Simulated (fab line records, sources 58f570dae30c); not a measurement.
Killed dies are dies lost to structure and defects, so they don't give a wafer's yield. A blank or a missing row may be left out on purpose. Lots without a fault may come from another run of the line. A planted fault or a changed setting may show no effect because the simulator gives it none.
A struck lot beside a sound one | flow berkeley_cmos170 | 11 steps out of a route of 331
Sound: wafers L986.2, L986.4, L986.6. Struck: wafers L997.1, L997.2, L997.4. The cause comes at the end.
At each step with rows: each side's tool, then ch and its chambers, then its first start. Under that, the readings that differ: sound wafers | struck wafers | difference of the means | sigmas: that difference in standard deviations of wafers without a fault.
alike: readings whose means differ by less than 2 such deviations, and words and numbers that are the same on both sides. not compared: withheld readings, readings that some wafer has no value for, bounds like >300 that may hide the same value, and numbers for which the record gives no deviation and whose values overlap.
The two part at a step that has a row with sigmas, a row that says differs or no value, or rows on one side only. Numbers that don't overlap but have no deviation are shown without sigmas and don't part them. A reading that every wafer of one side lacks parts them only if that side has two wafers or more.

UCB170_START_BOW_MEAS_00:
  sound on film_metro-02, day 1 20:02; struck on film_metro-03, day 4 03:00
  alike: INCOMING_BOW
then, 2 steps without rows for these wafers: UCB170_START_CLEAN_01 (cleans in dHF, time 60 s); UCB170_START_OXIDATION_02 (target thk 20 nm, ox time 1800 s).
UCB170_START_THK_MEAS_03:
  sound on film_metro-02, day 1 23:25; struck on film_metro-01, day 4 08:11
  alike: START_OXIDE_THK
then, 5 steps without rows for these wafers: UCB170_START_ANNEAL_04 (time 1200 s); UCB170_ZERO_HMDS_00 (prime time 60 s); UCB170_ZERO_COAT_01 (resist thk 900 nm); UCB170_ZERO_SOFTBAKE_02 (time 60 s); UCB170_ZERO_EXPOSE_03 (exposes mask PM MARKS, target cd 4000 nm).
UCB170_ZERO_PEB_04:
  sound on litho_track-02 ch 0, day 2 05:00; struck on litho_track-04, day 4 14:58
  no value came back on the struck wafers for chill_plate_temp_C (C), exhaust_pa (Pa); on the sound wafers chill_plate_temp_C (C) reads 23.00 23.01 22.86
then, 1 step without rows for these wafers: UCB170_ZERO_DEVELOP_05 (develop time 45 s).

WHERE THEY PART
Only at UCB170_ZERO_PEB_04, within this record.

WHY: what the simulator had put in
Skipped step whole: litho_track-04, from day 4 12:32 on, at UCB170_ZERO_PEB_04. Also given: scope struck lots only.
